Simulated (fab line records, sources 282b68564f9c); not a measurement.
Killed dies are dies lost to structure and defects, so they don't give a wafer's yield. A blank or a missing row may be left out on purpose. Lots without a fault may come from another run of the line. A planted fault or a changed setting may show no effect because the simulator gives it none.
A struck lot beside a sound one | flow rit_cmos | 15 steps out of a route of 202
Sound: wafers L541.2, L541.4, L541.5. Struck: wafers L553.1, L553.3, L553.4. The cause comes at the end.
At each step with rows: each side's tool, then ch and its chambers, then its first start. Under that, the readings that differ: sound wafers | struck wafers | difference of the means | sigmas: that difference in standard deviations of wafers without a fault.
alike: readings whose means differ by less than 2 such deviations, and words and numbers that are the same on both sides. not compared: withheld readings, readings that some wafer has no value for, bounds like >300 that may hide the same value, and numbers for which the record gives no deviation and whose values overlap.
The two part at a step that has a row with sigmas, a row that says differs or no value, or rows on one side only. Numbers that don't overlap but have no deviation are shown without sigmas and don't part them. A reading that every wafer of one side lacks parts them only if that side has two wafers or more.

first, 2 steps without rows for these wafers: RIT_NWELL_HARDBAKE_07 (time 120 s); RIT_NWELL_IMPLANT_08.
RIT_NWELL_STRIP_09: strips in O2, time 180 s.
  sound on plasma_asher-01 ch 0,1, day 2 12:28; struck on plasma_asher-02 ch 0,1, day 5 01:25
  alike: drypump_motor_current_A
  not compared: rf_hours_counter_h
RIT_NWELL_TW_MEAS_10:
  sound on film_metro-02, day 2 12:39; struck on film_metro-04, day 5 01:35
  alike: NWELL_TW
then, 6 steps without rows for these wafers: RIT_PWELL_HMDS_00 (prime time 60 s); RIT_PWELL_COAT_01 (resist thk 1300 nm); RIT_PWELL_SOFTBAKE_02 (time 60 s); RIT_PWELL_EXPOSE_03 (exposes mask M3, target cd 43700 nm); RIT_PWELL_PEB_04; RIT_PWELL_DEVELOP_05 (develop time 68 s).
RIT_PWELL_OVL_MEAS_06:
  sound on overlay-02, day 2 13:52; struck on overlay-02, day 5 02:40
  alike: PWELL_OVL
then, 1 step without rows for these wafers: RIT_PWELL_HARDBAKE_07 (time 120 s).
RIT_PWELL_IMPLANT_08:
  sound on implanter-01 ch 0, day 2 14:10; struck on implanter-01 ch 0, day 5 03:06
  reading       | sound                        | struck                        | difference | sigmas
  dose_ions_cm2 | 6.992e+13 6.989e+13 6.99e+13 | 7.084e+13 7.089e+13 7.086e+13 | +9.600e+11 | +14
  alike: beam_energy_keV, tilt_deg
RIT_PWELL_STRIP_09: strips in O2, time 180 s.
  sound on plasma_asher-02 ch 1, day 2 14:17; struck on plasma_asher-03 ch 0,1, day 5 03:15
  alike: drypump_motor_current_A
  not compared: rf_hours_counter_h
RIT_M1_PROBE_99:
  the record has rows for the struck wafers here (prober-02, day 6 17:16) and none for the sound ones

WHERE THEY PART
First at RIT_PWELL_IMPLANT_08; last, within this record, at RIT_M1_PROBE_99.

WHY: what the simulator had put in
Process parameter drift: implanter-01, from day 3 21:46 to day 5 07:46, at RIT_PWELL_IMPLANT_08. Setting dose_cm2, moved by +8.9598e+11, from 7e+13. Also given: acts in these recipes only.
